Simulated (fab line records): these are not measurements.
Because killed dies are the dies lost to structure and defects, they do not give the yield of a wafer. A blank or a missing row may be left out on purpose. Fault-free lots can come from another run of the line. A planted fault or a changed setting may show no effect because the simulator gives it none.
Which tool is to blame?    flow rit cmos    14 lots with 42 wafers sampled at 5 steps, on a route of 202 steps

## WHAT THE GAUGES SHOWED, per wafer
The record holds no reading of a measuring or inspecting step that can be judged against a usual standard deviation.

## WHICH TOOL RAN EACH LOT (tool, then ch and the chambers of the sampled wafers, then the start)
lot   RIT_PLDD_STRIP_09                    RIT_SPACER_CVD_03           RIT_SDANNEAL_RTA_03              RIT_M1_STRIP_14                      RIT_M1_PROBE_99
L362  plasma asher-04 ch 0,1, day 2 20:39  lpcvd-02 ch 0, day 2 22:16  rtp anneal-02 ch 0, day 3 03:44  plasma asher-02 ch 0,1, day 3 09:57  prober-01, day 3 11:52
L365  plasma asher-02 ch 1, day 3 13:09    lpcvd-01 ch 1, day 3 13:45  rtp anneal-01 ch 0, day 3 19:34  plasma asher-03 ch 0,1, day 4 01:34  prober-02, day 4 03:32
L369  plasma asher-04 ch 0,1, day 4 11:04  lpcvd-02 ch 0, day 4 11:41  rtp anneal-01 ch 0, day 4 17:25  plasma asher-02 ch 0,1, day 4 23:00  prober-02, day 5 00:55
L370  plasma asher-03 ch 0,1, day 4 18:44  lpcvd-02 ch 0, day 4 19:20  rtp anneal-02 ch 0, day 5 00:49  plasma asher-04 ch 0,1, day 5 06:19  prober-01, day 5 08:16
L376  plasma asher-02 ch 0,1, day 6 02:38  lpcvd-01 ch 1, day 6 03:39  rtp anneal-02 ch 0, day 6 09:14  plasma asher-03 ch 0,1, day 6 14:52  prober-01, day 6 17:24
L377  plasma asher-04 ch 0,1, day 6 20:14  lpcvd-01 ch 1, day 6 20:50  rtp anneal-01 ch 0, day 7 02:14  plasma asher-02 ch 0,1, day 7 08:01  prober-01, day 7 09:56
L378  plasma asher-02 ch 0,1, day 7 07:07  lpcvd-01 ch 0, day 7 07:49  rtp anneal-02 ch 0, day 7 13:44  plasma asher-03 ch 0,1, day 7 19:42  prober-02, day 7 21:37
L379  plasma asher-03 ch 1, day 7 07:20    lpcvd-02 ch 1, day 7 08:56  rtp anneal-01 ch 0, day 7 14:55  plasma asher-03 ch 0,1, day 7 20:59  prober-01, day 7 23:10
L380  plasma asher-03 ch 0, day 7 14:17    lpcvd-01 ch 0, day 7 14:58  rtp anneal-02 ch 0, day 8 04:07  plasma asher-03 ch 0,1, day 8 10:28  prober-02, day 8 12:23
L381  plasma asher-02 ch 0,1, day 7 21:43  lpcvd-01 ch 0, day 7 22:19  rtp anneal-01 ch 0, day 8 04:22  plasma asher-02 ch 0,1, day 8 10:43  prober-01, day 8 13:56
L382  plasma asher-03 ch 0, day 7 21:50    lpcvd-02 ch 1, day 7 22:26  rtp anneal-02 ch 0, day 8 04:34  plasma asher-04 ch 0,1, day 8 10:55  prober-02, day 8 13:56
L383  plasma asher-03 ch 0,1, day 8 02:24  lpcvd-02 ch 1, day 8 02:56  rtp anneal-01 ch 0, day 8 08:36  plasma asher-04 ch 0,1, day 8 14:28  prober-01, day 8 16:25
L385  plasma asher-03 ch 0,1, day 8 11:09  lpcvd-01 ch 0, day 8 11:47  rtp anneal-02 ch 0, day 8 17:40  plasma asher-03 ch 0,1, day 9 00:25  prober-02, day 9 02:20
L384  plasma asher-04 ch 0,1, day 8 11:46  lpcvd-02 ch 0, day 8 12:46  rtp anneal-01 ch 0, day 8 18:54  plasma asher-02 ch 0,1, day 9 00:37  prober-01, day 9 03:50
- RIT_PLDD_STRIP_09: strips in O2, time 180 s.
- RIT_SPACER_CVD_03: deposits Si3N4 from SiH2Cl2/NH3, target thk 250 nm, time 3300 s.
- RIT_SDANNEAL_RTA_03: time 5 s.
- RIT_M1_STRIP_14: strips in O2, time 180 s.
- RIT_M1_PROBE_99

## AS READ BY THE TOOLS THEMSELVES (means over the sampled wafers that have a number; for cases with no such wafer, the mark the record gives instead)
RIT_PLDD_STRIP_09. Usual: 5.9 A for drypump motor current A, sd 0.47.
lot   tool             drypump motor current A (A)  flag
L362  plasma asher-04  5.7                          
L365  plasma asher-02  5.5                          
L369  plasma asher-04  5.7                          
L370  plasma asher-03  6.5                          
L376  plasma asher-02  5.8                          
L377  plasma asher-04  5.7                          
L378  plasma asher-02  5.8                          
L379  plasma asher-03  6.8                          
L380  plasma asher-03  6.0                          
L381  plasma asher-02  5.8                          
L382  plasma asher-03  6.1                          
L383  plasma asher-03  6.3                          
L385  plasma asher-03  6.3                          
L384  plasma asher-04  5.5                          

RIT_SDANNEAL_RTA_03. Usual: ramp up c per s 342.00, standard deviation 0.061; wafer_temp_C_max 1053.5, standard deviation 1.2.
lot   tool           ramp up c per s  wafer_temp_C_max  flag
L362  rtp anneal-02  342.03           1053.7            
L365  rtp anneal-01  342.07           1053.6            
L369  rtp anneal-01  342.04           1052.1            
L370  rtp anneal-02  342.00           1054.3            
L376  rtp anneal-02  341.94           1052.2            
L377  rtp anneal-01  341.92           1053.2            
L378  rtp anneal-02  341.96           1053.8            
L379  rtp anneal-01  342.04           1055.0            
L380  rtp anneal-02  341.98           1053.6            
L381  rtp anneal-01  341.97           1053.4            
L382  rtp anneal-02  341.99           1053.9            
L383  rtp anneal-01  341.94           1053.4            
L385  rtp anneal-02  342.06           1052.7            
L384  rtp anneal-01  342.01           1052.1            

RIT_M1_STRIP_14. Usual: 5.9 A for drypump motor current A, sd 0.46.
lot   tool             drypump motor current A (A)  flag
L362  plasma asher-02  5.6                          
L365  plasma asher-03  6.3                          
L369  plasma asher-02  5.6                          
L370  plasma asher-04  5.5                          
L376  plasma asher-03  6.3                          
L377  plasma asher-02  5.8                          
L378  plasma asher-03  6.3                          
L379  plasma asher-03  6.5                          
L380  plasma asher-03  6.3                          
L381  plasma asher-02  5.8                          
L382  plasma asher-04  5.7                          
L383  plasma asher-04  5.5                          
L385  plasma asher-03  6.3                          
L384  plasma asher-02  5.8                          

RIT_M1_PROBE_99. Usual: killed at contacts 0.1, standard deviation 0.3; killed at front end 7, standard deviation 3.1; killed dies 7, standard deviation 3.1; killed on rim 1.9, standard deviation 1.5; killed open 3.8, standard deviation 2.3; killed short 3.2, standard deviation 1.9.
lot   tool       killed at contacts  killed at front end  killed dies  killed on rim  killed open  killed short  flag
L362  prober-01  0.0                 10                   10           2.7            5.3          5.0           
L365  prober-02  0.0                 7                    7            1.0            4.3          2.3           
L369  prober-02  0.0                 27                   27           11.3           6.0          5.0           OFF
L370  prober-01  0.3                 22                   23           9.7            3.7          2.7           OFF
L376  prober-01  0.0                 8                    8            2.7            5.3          2.7           
L377  prober-01  0.0                 6                    6            1.3            2.3          3.7           
L378  prober-02  0.0                 7                    7            1.0            3.3          3.3           
L379  prober-01  0.7                 7                    8            1.3            4.0          3.7           
L380  prober-02  0.0                 8                    8            3.0            3.0          5.3           
L381  prober-01  0.0                 9                    9            2.0            5.7          3.3           
L382  prober-02  0.0                 6                    6            2.0            2.3          3.7           
L383  prober-01  0.0                 6                    6            1.7            4.0          2.0           
L385  prober-02  0.0                 7                    7            2.0            4.7          2.0           
L384  prober-01  0.3                 6                    6            2.0            3.0          3.3           

## THE ANSWER, worked out from the rows above alone
Rule: lot off if the mean of its wafers having a number is beyond 3 standard deviations from the usual mean. A lot without any number at a reading at which 4 lots or more have one is off too. The other lots that the step has rows for count as sound. After the gauges, taken in route order, come the tools' own readings; for these a lot's mean is taken, as printed above. The first step at which some lot is off is used, and at that step the reading that is off furthest; a lot without a number counts as furthest.
Off at RIT_M1_PROBE_99 (killed at front end): L369, L370.
A tool fits if, at that step or a process step before it, it ran every lot that is off, and no sound lot after the first of them. None of those tried fits.

## WHAT HAD BEEN PUT IN BY THE SIMULATOR
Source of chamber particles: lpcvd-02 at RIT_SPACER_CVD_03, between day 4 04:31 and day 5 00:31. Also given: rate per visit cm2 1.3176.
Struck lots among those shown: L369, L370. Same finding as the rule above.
